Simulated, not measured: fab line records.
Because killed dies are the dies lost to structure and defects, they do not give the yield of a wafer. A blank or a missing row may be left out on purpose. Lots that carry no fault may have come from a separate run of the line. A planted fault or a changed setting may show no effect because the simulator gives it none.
fab line records ; flow ritCmos
record: lots: 13; wafers: 39; lastDay: 7
route steps=202 shown ACTIVE@4 PWELL@48 GATE@93 M1@202
lots that met no fault: from a run of the same line without faults
startH: hours from the record's first day to the start of the lot's first wafer shown ; waitH: hours from the lot's prior step to this one ; " same as the row above ; L1.1+2: a row that stands for several wafers ; - value missing, or start not given ; * or withheld: withheld ; < > ~ a bound
route shown NAME@n: a module of which the file shows steps, and the number in the route of the first ; usual: average and standard deviation across the fault-free wafers ; same: alike in all rows ; chamber/n: place in a boat ; sites: each site's reading ; _std_site: the standard deviation of these ; _edge_site: mean of outer sites minus mean of inner sites ; radiusMm: for every site, how far away it sits from the centre of the wafer ; mask NAME#n: copy n ; behind: the tool/chamber that last shaped the wafer ; hold: the reason the lot was held/the length of the hold in hours/how it ended ; device: transistor that didn't switch, given as n, p or np ; end of line: at the end of the route, the tests of the same wafers ; step lacking rows: just its recipe ; killed: dies lost to structure and defects at the first sort, not the wafer's yield ; map: a wafer's dies, marking killed ones x, the rest . and places with no die _
set.NAME: the setting as run; set.NAME@STEP: as run at that earlier step ; model.NAME: the simulator's own value behind a step, which no gauge read
steps of the route over a sample of lots; a table a step, a row a wafer
services: a tool's chamber out of use, with start hour (startH, from the record's first day; less than 0 if before it), hours out, and reason
== steps ==
step: RIT_ACTIVE_CVD_03
recipe: material: Si3N4; targetThkNm: 150; tempC: 810; precursor: SiH2Cl2/NH3; timeS: 1500; pressureMtorr: 300; sih2cl2FlowSccm: 60; nh3FlowSccm: 150
usual: spikeTcCentreC: 813.2/1.3
lot.wafer;tool;chamber;startH;waitH;spikeTcCentreC
L435.2;lpcvd-02;0;12.11;0.0;812.7
L435.3;lpcvd-02;0;12.11;0.0;812.6
L435.4;lpcvd-02;0;12.11;0.0;814.6
L436.1;lpcvd-01;1;17.11;0.1;815.0
L436.3;lpcvd-01;1;17.11;0.1;815.8
L436.4;lpcvd-01;1;17.11;0.1;815.4
L441.3;lpcvd-01;1;42.11;0.0;813.3
L441.4;lpcvd-01;1;42.11;0.0;815.8
L441.6;lpcvd-01;1;42.11;0.0;815.8
L442.3;lpcvd-02;1;47.11;0.0;811.4
L442.4;lpcvd-02;1;47.11;0.0;812.5
L442.5;lpcvd-02;1;47.11;0.0;812.3
L444.3;lpcvd-02;1;57.11;0.0;811.7
L444.4;lpcvd-02;1;57.11;0.0;811.8
L444.5;lpcvd-02;1;57.11;0.0;813.2
L445.1;lpcvd-02;0;62.11;0.1;812.4
L445.5;lpcvd-02;0;62.11;0.1;812.0
L445.6;lpcvd-02;0;62.11;0.1;811.9
L446.1;lpcvd-02;0;67.11;0.1;812.7
L446.3;lpcvd-02;0;67.11;0.1;812.3
L446.6;lpcvd-02;0;67.11;0.1;811.3
L447.2;lpcvd-01;0;72.11;0.0;811.8
L447.4;lpcvd-01;0;72.11;0.0;813.1
L447.5;lpcvd-01;0;72.11;0.0;813.1
L451.1;lpcvd-01;0;92.40;0.1;812.1
L451.2;lpcvd-01;0;92.40;0.1;812.7
L451.5;lpcvd-01;0;92.40;0.1;814.2
L452.2;lpcvd-02;1;97.11;0.0;813.7
L452.3;lpcvd-02;1;97.11;0.0;811.7
L452.5;lpcvd-02;1;97.11;0.0;811.5
L454.2;lpcvd-01;1;107.11;0.0;812.7
L454.5;lpcvd-01;1;107.11;0.0;815.3
L454.6;lpcvd-01;1;107.11;0.0;812.9
L456.1;lpcvd-01;1;117.11;0.1;814.5
L456.4;lpcvd-01;1;117.11;0.1;813.6
L456.5;lpcvd-01;1;117.11;0.1;814.6
L458.3;lpcvd-01;1;127.44;0.0;815.1
L458.5;lpcvd-01;1;127.44;0.0;815.3
L458.6;lpcvd-01;1;127.44;0.0;814.6
step: RIT_ACTIVE_THK_MEAS_04
recipe: reads: Si3N4_of_ACTIVE_CVD_03
usual: ACTIVE_NITRIDE_THK: 149.9/1.2
lot.wafer;tool;chamber;startH;waitH;ACTIVE_NITRIDE_THK[nm]
L435.2;filmMetro-01;-;13.54;0.0;151.9
L435.3;filmMetro-01;-;13.54;0.0;151.6
L435.4;filmMetro-01;-;13.54;0.0;150.6
L436.1;filmMetro-03;-;18.53;0.0;147.9
L436.3;filmMetro-03;-;18.53;0.0;148.0
L436.4;filmMetro-03;-;18.53;0.0;149.0
L441.3;filmMetro-04;-;44.26;0.0;150.8
L441.4;filmMetro-04;-;44.26;0.0;151.0
L441.6;filmMetro-04;-;44.26;0.0;150.0
L442.3;filmMetro-03;-;49.26;0.0;150.4
L442.4;filmMetro-03;-;49.26;0.0;149.4
L442.5;filmMetro-03;-;49.26;0.0;149.4
L444.3;filmMetro-01;-;58.55;0.0;149.0
L444.4;filmMetro-01;-;58.55;0.0;150.2
L444.5;filmMetro-01;-;58.55;0.0;149.3
L445.1;filmMetro-01;-;63.53;0.0;149.1
L445.5;filmMetro-01;-;63.53;0.0;147.9
L445.6;filmMetro-01;-;63.53;0.0;147.6
L446.1;filmMetro-04;-;68.53;0.0;151.1
L446.3;filmMetro-04;-;68.53;0.0;152.2
L446.6;filmMetro-04;-;68.53;0.0;152.2
L447.2;filmMetro-03;-;74.25;0.0;150.7
L447.4;filmMetro-03;-;74.25;0.0;152.0
L447.5;filmMetro-03;-;74.25;0.0;152.6
L451.1;filmMetro-04;-;93.82;0.0;150.9
L451.2;filmMetro-04;-;93.82;0.0;152.0
L451.5;filmMetro-04;-;93.82;0.0;150.8
L452.2;filmMetro-01;-;98.54;0.0;119.8
L452.3;filmMetro-01;-;98.54;0.0;119.9
L452.5;filmMetro-01;-;98.54;0.0;119.7
L454.2;filmMetro-01;-;108.54;0.0;149.4
L454.5;filmMetro-01;-;108.54;0.0;148.6
L454.6;filmMetro-01;-;108.54;0.0;149.5
L456.1;filmMetro-01;-;118.53;0.0;149.5
L456.4;filmMetro-01;-;118.53;0.0;149.6
L456.5;filmMetro-01;-;118.53;0.0;150.4
L458.3;filmMetro-01;-;128.88;0.0;149.8
L458.5;filmMetro-01;-;128.88;0.0;150.5
L458.6;filmMetro-01;-;128.88;0.0;150.8
step: RIT_ACTIVE_ETCH_13
recipe: stopOn: SiO2; chemistry: SF6; target: Si3N4; timeS: 210; overEtchFrac: 0.4; SF6_flow_sccm: 200; pressureMtorr: 260; rfW: 125; targetDepthA: 2100
usual: drypumpMotorCurrentA: 5.6/0.52; oesProductAu: 0.818/0.012; throttleValvePct: 7.52/0.092
lot.wafer;tool;chamber;startH;waitH;drypumpMotorCurrentA;oesProductAu;rfHoursCounterH;throttleValvePct
L435.2;rieDiel-03;2;14.78;0.1;5.9;0.815;37;7.55
L435.3;rieDiel-03;3;14.78;0.1;6.0;0.838;77;7.41
L435.4;rieDiel-03;0;14.78;0.1;5.1;0.811;88;7.63
L436.1;rieDiel-02;2;19.89;0.1;5.5;0.798;110;7.62
L436.3;rieDiel-02;0;19.89;0.1;6.0;0.800;51;7.46
L436.4;rieDiel-02;1;19.89;0.1;4.8;0.832;86;7.39
L441.3;rieDiel-02;2;45.42;0.1;5.4;0.796;111;7.61
L441.4;rieDiel-02;0;45.42;0.1;6.1;0.802;52;7.48
L441.6;rieDiel-02;3;45.42;0.1;5.0;0.820;-;7.62
L442.3;rieDiel-03;2;50.54;0.1;5.9;0.806;38;7.55
L442.4;rieDiel-03;0;50.54;0.1;5.1;0.805;88;7.61
L442.5;rieDiel-03;1;50.54;0.1;5.8;0.799;-;7.29
L444.3;rieDiel-04;2;59.71;0.1;5.0;0.822;25;7.59
L444.4;rieDiel-04;1;59.71;0.1;6.5;0.812;66;7.58
L444.5;rieDiel-04;0;59.71;0.1;5.1;0.824;-;7.52
L445.1;rieDiel-02;2;64.71;0.1;5.4;0.807;111;7.64
L445.5;rieDiel-02;0;64.71;0.1;6.1;0.799;-;7.47
L445.6;rieDiel-02;1;64.71;0.1;4.8;0.825;-;7.39
L446.1;rieDiel-03;2;69.71;0.1;5.8;0.812;38;7.55
L446.3;rieDiel-03;0;69.71;0.1;5.1;0.814;89;7.61
L446.6;rieDiel-03;3;69.71;0.1;6.0;0.835;-;7.42
L447.2;rieDiel-03;0;75.42;0.1;5.1;0.815;89;7.63
L447.4;rieDiel-03;0;75.42;0.1;5.1;0.818;-;7.61
L447.5;rieDiel-03;2;75.42;0.1;5.9;0.810;-;7.53
L451.1;rieDiel-04;0;95.00;0.1;5.1;0.828;126;7.52
L451.2;rieDiel-04;3;95.00;0.1;5.9;0.824;43;7.50
L451.5;rieDiel-04;1;95.00;0.1;6.5;0.814;-;7.55
L452.2;rieDiel-04;3;99.83;0.1;5.9;0.731;43;7.51
L452.3;rieDiel-04;1;99.83;0.1;6.5;0.727;67;7.54
L452.5;rieDiel-04;3;99.83;0.1;5.9;0.737;-;7.49
L454.2;rieDiel-02;1;109.83;0.1;4.8;0.839;88;7.38
L454.5;rieDiel-02;2;109.83;0.1;5.5;0.801;-;7.63
L454.6;rieDiel-02;1;109.83;0.1;4.8;0.835;-;7.39
L456.1;rieDiel-03;3;119.83;0.1;6.0;0.833;79;7.42
L456.4;rieDiel-03;1;119.83;0.1;5.8;0.801;0;7.29
L456.5;rieDiel-03;2;119.83;0.1;5.9;0.798;-;7.55
L458.3;rieDiel-04;0;130.16;0.1;5.1;0.825;126;7.51
L458.5;rieDiel-04;2;130.16;0.1;5.1;0.827;-;7.57
L458.6;rieDiel-04;1;130.16;0.1;6.5;0.821;-;7.56
step: RIT_PWELL_STRIP_09
recipe: chemistry: O2; timeS: 180; resist: NOVOLAK; platenTempC: withheld; powerW: 500; pressureMtorr: 4000; o2FlowSccm: 4000
usual: drypumpMotorCurrentA: 5.79/0.23
lot.wafer;tool;chamber;startH;waitH;drypumpMotorCurrentA;rfHoursCounterH
L435.2;plasmaAsher-04;1;22.50;0.1;5.66;41
L435.3;plasmaAsher-04;1;22.50;0.1;5.64;-
L435.4;plasmaAsher-04;0;22.50;0.1;5.99;-
L436.1;plasmaAsher-04;1;28.83;0.1;5.67;41
L436.3;plasmaAsher-04;0;28.83;0.1;6.00;-
L436.4;plasmaAsher-04;1;28.83;0.1;5.69;-
L441.3;plasmaAsher-04;0;54.07;0.1;5.99;-
L441.4;plasmaAsher-04;1;54.07;0.1;5.67;-
L441.6;plasmaAsher-04;0;54.07;0.1;5.98;-
L442.3;plasmaAsher-04;0;58.00;0.1;6.00;-
L442.4;plasmaAsher-04;1;58.00;0.1;5.66;-
L442.5;plasmaAsher-04;1;58.00;0.1;5.66;-
L444.3;plasmaAsher-04;0;67.42;0.1;5.99;-
L444.4;plasmaAsher-04;1;67.42;0.1;5.63;-
L444.5;plasmaAsher-04;1;67.42;0.1;5.64;-
L445.1;plasmaAsher-01;1;73.46;0.1;5.29;40
L445.5;plasmaAsher-01;1;73.46;0.1;5.30;-
L445.6;plasmaAsher-01;0;73.46;0.1;6.14;-
L446.1;plasmaAsher-04;1;78.21;0.1;5.68;47
L446.3;plasmaAsher-04;1;78.21;0.1;5.66;-
L446.6;plasmaAsher-04;0;78.21;0.1;5.99;-
L447.2;plasmaAsher-04;0;84.09;0.1;6.02;48
L447.4;plasmaAsher-04;0;84.09;0.1;5.99;-
L447.5;plasmaAsher-04;0;84.09;0.1;5.99;-
L451.1;plasmaAsher-01;0;103.50;0.1;6.15;43
L451.2;plasmaAsher-01;1;103.50;0.1;5.30;43
L451.5;plasmaAsher-01;1;103.50;0.1;5.29;-
L452.2;plasmaAsher-03;0;107.70;0.1;5.47;44
L452.3;plasmaAsher-03;0;107.70;0.1;5.50;-
L452.5;plasmaAsher-03;1;107.70;0.1;5.92;-
L454.2;plasmaAsher-04;1;117.91;0.1;5.65;0
L454.5;plasmaAsher-04;0;117.91;0.1;6.00;-
L454.6;plasmaAsher-04;1;117.91;0.1;5.67;-
L456.1;plasmaAsher-04;1;127.50;0.1;5.68;1
L456.4;plasmaAsher-04;1;127.50;0.1;5.67;-
L456.5;plasmaAsher-04;0;127.50;0.1;5.99;-
L458.3;plasmaAsher-03;0;137.62;0.1;5.47;-
L458.5;plasmaAsher-03;1;137.62;0.1;5.95;-
L458.6;plasmaAsher-03;0;137.62;0.1;5.47;-
step: RIT_GATE_OVL_MEAS_17
usual: GATE_OVL: 0.1/1.8
lot.wafer;tool;chamber;startH;waitH;GATE_OVL[nm]
L435.2;overlay-02;-;37.55;0.1;-0.7
L435.3;overlay-02;-;37.55;0.1;-0.1
L435.4;overlay-02;-;37.55;0.1;-0.4
L436.1;overlay-02;-;42.99;0.1;-0.4
L436.3;overlay-02;-;42.99;0.1;-1.1
L436.4;overlay-02;-;42.99;0.1;-0.6
L441.3;overlay-02;-;67.33;0.1;-1.1
L441.4;overlay-02;-;67.33;0.1;-2.4
L441.6;overlay-02;-;67.33;0.1;-1.2
L442.3;overlay-01;-;72.88;0.1;0.8
L442.4;overlay-01;-;72.88;0.1;2.2
L442.5;overlay-01;-;72.88;0.1;2.7
L444.3;overlay-02;-;81.91;0.1;-3.6
L444.4;overlay-02;-;81.91;0.1;-4.1
L444.5;overlay-02;-;81.91;0.1;-3.2
L445.1;overlay-02;-;86.95;0.1;-1.5
L445.5;overlay-02;-;86.95;0.1;-0.8
L445.6;overlay-02;-;86.95;0.1;-1.3
L446.1;overlay-01;-;94.84;0.1;-2.9
L446.3;overlay-01;-;94.84;0.1;-1.3
L446.6;overlay-01;-;94.84;0.1;-3.4
L447.2;overlay-01;-;97.51;0.1;1.8
L447.4;overlay-01;-;97.51;0.1;1.3
L447.5;overlay-01;-;97.51;0.1;1.6
L451.1;overlay-01;-;117.07;0.1;2.0
L451.2;overlay-01;-;117.07;0.1;1.5
L451.5;overlay-01;-;117.07;0.1;0.1
L452.2;overlay-01;-;121.22;0.1;1.9
L452.3;overlay-01;-;121.22;0.1;1.7
L452.5;overlay-01;-;121.22;0.1;0.8
L454.2;overlay-02;-;133.23;0.1;-0.1
L454.5;overlay-02;-;133.23;0.1;-2.0
L454.6;overlay-02;-;133.23;0.1;-2.0
L456.1;overlay-02;-;141.22;0.1;1.1
L456.4;overlay-02;-;141.22;0.1;0.6
L456.5;overlay-02;-;141.22;0.1;0.4
L458.3;overlay-02;-;151.53;0.1;-2.3
L458.5;overlay-02;-;151.53;0.1;-1.8
L458.6;overlay-02;-;151.53;0.1;-2.7
step: RIT_GATE_STRIP_20
recipe: chemistry: O2; timeS: 180; resist: NOVOLAK; platenTempC: withheld; powerW: 500; pressureMtorr: 4000; o2FlowSccm: 4000
usual: drypumpMotorCurrentA: 5.69/0.27
lot.wafer;tool;chamber;startH;waitH;drypumpMotorCurrentA;rfHoursCounterH
L435.2;plasmaAsher-02;1;37.84;0.1;5.88;26
L435.3;plasmaAsher-02;0;37.84;0.1;5.33;-
L435.4;plasmaAsher-02;1;37.84;0.1;5.91;-
L436.1;plasmaAsher-03;0;43.44;0.1;5.45;37
L436.3;plasmaAsher-03;1;43.44;0.1;5.93;-
L436.4;plasmaAsher-03;0;43.44;0.1;5.50;-
L441.3;plasmaAsher-03;1;67.67;0.1;5.94;-
L441.4;plasmaAsher-03;0;67.67;0.1;5.46;-
L441.6;plasmaAsher-03;1;67.67;0.1;5.93;-
L442.3;plasmaAsher-04;1;73.22;0.1;5.68;-
L442.4;plasmaAsher-04;0;73.22;0.1;5.99;-
L442.5;plasmaAsher-04;0;73.22;0.1;5.99;-
L444.3;plasmaAsher-02;0;82.25;0.1;5.28;-
L444.4;plasmaAsher-02;1;82.25;0.1;5.89;-
L444.5;plasmaAsher-02;0;82.25;0.1;5.31;-
L445.1;plasmaAsher-03;1;87.34;0.1;5.95;42
L445.5;plasmaAsher-03;0;87.34;0.1;5.44;-
L445.6;plasmaAsher-03;1;87.34;0.1;5.96;-
L446.1;plasmaAsher-02;1;95.14;0.1;5.88;32
L446.3;plasmaAsher-02;1;95.14;0.1;5.90;-
L446.6;plasmaAsher-02;0;95.14;0.1;5.27;-
L447.2;plasmaAsher-03;0;97.80;0.1;5.46;43
L447.4;plasmaAsher-03;1;97.80;0.1;5.94;-
L447.5;plasmaAsher-03;1;97.80;0.1;5.93;-
L451.1;plasmaAsher-02;1;117.36;0.1;5.89;35
L451.2;plasmaAsher-02;0;117.36;0.1;5.28;35
L451.5;plasmaAsher-02;0;117.36;0.1;5.31;-
L452.2;plasmaAsher-02;1;121.50;0.1;5.88;36
L452.3;plasmaAsher-02;0;121.50;0.1;5.29;-
L452.5;plasmaAsher-02;1;121.50;0.1;5.88;-
L454.2;plasmaAsher-02;0;133.52;0.1;5.27;37
L454.5;plasmaAsher-02;0;133.52;0.1;5.26;-
L454.6;plasmaAsher-02;1;133.52;0.1;5.90;-
L456.1;plasmaAsher-03;0;141.51;0.1;5.46;49
L456.4;plasmaAsher-03;1;141.51;0.1;5.94;-
L456.5;plasmaAsher-03;0;141.51;0.1;5.43;-
L458.3;plasmaAsher-03;0;151.87;0.1;5.44;-
L458.5;plasmaAsher-03;0;151.87;0.1;5.41;-
L458.6;plasmaAsher-03;1;151.87;0.1;5.92;-
step: RIT_M1_PROBE_99
usual: killedAtContacts: 0.1/0.25; killedAtFrontEnd: 7/3.3; killedDies: 7/3.3; killedOpen: 3.6/2; killedShort: 3.6/2.1
same: grossDies: 264; killed_at_M0_to_M3: 0; killed_at_M4_up: 0; killedAtBackSide: 0; killedAtOther: 0
lot.wafer;tool;chamber;startH;waitH;killedAtContacts;killedAtFrontEnd;killedDies;killedOpen;killedShort
L436.1;prober-02;-;63.44;0.1;0;15;15;7;8
L436.3;prober-02;-;63.54;0.2;0;6;6;3;3
L436.4;prober-02;-;63.59;0.2;0;8;8;3;5
L441.3;prober-01;-;89.43;0.2;0;3;3;1;2
L441.4;prober-01;-;89.48;0.2;0;3;3;2;1
L441.6;prober-01;-;89.58;0.2;0;2;2;1;1
L444.3;prober-02;-;103.66;0.2;1;9;10;3;7
L444.4;prober-02;-;103.71;0.2;0;8;8;7;1
L444.5;prober-02;-;103.76;0.2;0;7;7;4;3
L445.1;prober-01;-;108.54;0.1;0;5;5;2;3
L445.5;prober-01;-;108.74;0.2;0;4;4;1;3
L445.6;prober-01;-;108.79;0.2;0;9;9;4;5
L447.2;prober-01;-;117.54;0.1;0;7;7;2;5
L447.4;prober-01;-;117.64;0.2;0;5;5;3;2
L447.5;prober-01;-;117.69;0.2;0;6;6;2;4
L454.2;prober-02;-;153.56;0.1;0;9;9;2;7
L454.5;prober-02;-;153.71;0.2;0;6;6;3;3
L454.6;prober-02;-;153.76;0.2;0;8;8;4;4
killed by level:class
L436.1 GATE:geometricParticle:short=6 FOX1:geometricParticle:open=2 GATE:geometricParticle:open=2 FOX1:geometricParticle:short=1 FOX2:geometricParticle:open=1 REOX:geometricParticle:open=1 SPACER:geometricParticle:open=1 SILICIDE:geometricParticle:short=1
L436.3 GATE:geometricParticle:open=3 FOX1:geometricParticle:short=1 GATE:geometricParticle:short=1 SILICIDE:geometricParticle:short=1
L436.4 FOX1:geometricParticle:short=2 FOX1:geometricParticle:open=1 GATE:geometricParticle:short=1 GATE:geometricParticle:open=1 REOX:geometricParticle:short=1 REOX:geometricParticle:open=1 SPACER:geometricParticle:short=1
L441.3 FOX1:geometricParticle:open=1 GATE:geometricParticle:short=1 SILICIDE:geometricParticle:short=1
L441.4 FOX1:geometricParticle:open=1 GATE:geometricParticle:short=1 SILICIDE:geometricParticle:open=1
L441.6 GATE:geometricParticle:open=1 SILICIDE:geometricParticle:short=1
L444.3 GATE:geometricParticle:short=3 FOX2:geometricParticle:short=2 FOX1:geometricParticle:short=1 GATE:geometricParticle:open=1 SPACER:geometricParticle:open=1 SILICIDE:geometricParticle:open=1 CONTACT:geometricParticle:short=1
L444.4 GATE:geometricParticle:open=5 FOX2:geometricParticle:open=1 SILICIDE:geometricParticle:short=1 SILICIDE:geometricParticle:open=1
L444.5 REOX:geometricParticle:open=3 FOX1:geometricParticle:short=1 GATE:geometricParticle:short=1 SILICIDE:geometricParticle:short=1 SILICIDE:geometricParticle:open=1
L445.1 FOX1:geometricParticle:short=2 GATE:geometricParticle:open=2 SPACER:geometricParticle:short=1
L445.5 GATE:geometricParticle:short=2 GATE:geometricParticle:open=1 SILICIDE:geometricParticle:short=1
L445.6 GATE:geometricParticle:open=4 GATE:geometricParticle:short=2 FOX1:geometricParticle:short=1 REOX:geometricParticle:short=1 SILICIDE:geometricParticle:short=1
L447.2 FOX1:geometricParticle:short=2 FOX2:geometricParticle:open=1 GATE:geometricParticle:short=1 REOX:geometricParticle:short=1 SPACER:geometricParticle:short=1 SPACER:geometricParticle:open=1
L447.4 GATE:geometricParticle:open=3 SPACER:geometricParticle:short=2
L447.5 GATE:geometricParticle:short=3 FOX2:geometricParticle:open=1 GATE:geometricParticle:open=1 SPACER:geometricParticle:short=1
L454.2 FOX2:geometricParticle:short=2 GATE:geometricParticle:short=2 FOX1:geometricParticle:short=1 GATE:geometricParticle:open=1 SPACER:geometricParticle:short=1 SILICIDE:geometricParticle:open=1 SILICIDE:geometricParticle:short=1
L454.5 FOX2:geometricParticle:short=2 ACTIVE:geometricParticle:short=1 GATE:geometricParticle:open=1 REOX:geometricParticle:open=1 SPACER:geometricParticle:open=1
L454.6 FOX2:geometricParticle:open=3 GATE:geometricParticle:short=2 FOX2:geometricParticle:short=1 REOX:geometricParticle:open=1 REOX:geometricParticle:short=1
== services ==
tool;chamber;startH;hours;kind
plasmaAsher-04;-;-7.06;2.0;repair
rieDiel-04;2;5.21;6.4;repair
rieDiel-02;-;15.24;2.8;pm
rieDiel-02;1;34.50;4.5;repair
rieDiel-03;-;55.20;1.5;repair
rieDiel-03;1;75.11;-;clean
rieDiel-03;1;75.11;20.8;scheduledDown
rieDiel-03;1;75.11;20.8;ventCycle
rieDiel-03;2;90.93;5.7;repair
lpcvd-02;-;99.32;0.5;repair
plasmaAsher-04;-;108.75;9.0;pm
plasmaAsher-04;0;108.75;9.0;ventCycle
plasmaAsher-04;1;108.75;9.0;ventCycle
plasmaAsher-01;-;111.34;10.6;repair
plasmaAsher-04;0;117.75;-;clean
plasmaAsher-04;1;117.75;-;clean
plasmaAsher-01;-;123.88;14.6;pm
== key ==
firstSign: step: RIT_ACTIVE_THK_MEAS_04; reading: ACTIVE_NITRIDE_THK; direction: down; sigmas: 25; usual: 149.9; struck: 119.8
effect: step: RIT_ACTIVE_ETCH_13; reading: oesProductAu; direction: down; sigmas: 7.1; usual: 0.818; struck: 0.731
metAt RIT_ACTIVE_CVD_03
struckLots L452
struckWafers L452.2,L452.3,L452.5
testerLeftOut L452
notActingAt RIT_PWELL_STRIP_09,RIT_GATE_OVL_MEAS_17,RIT_GATE_STRIP_20
onsetBetween 57.11 97.11
fault: kind: processParameterDrift; tool: lpcvd-02; chamber: 1; onsetH: 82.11; steps: RIT_ACTIVE_CVD_03; channel: targetThkNm; offset: -30; shape: step; endH: 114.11; actsIn: theseRecipesOnly; stated: 150
testerLeftOut: of these lots the tester's yield and bins aren't shown, on N5 and GAA mostly nor the transistor test; their killed dies are dies lost to structure and defects alone, not to doping, threshold or leakage, so they don't give the yield
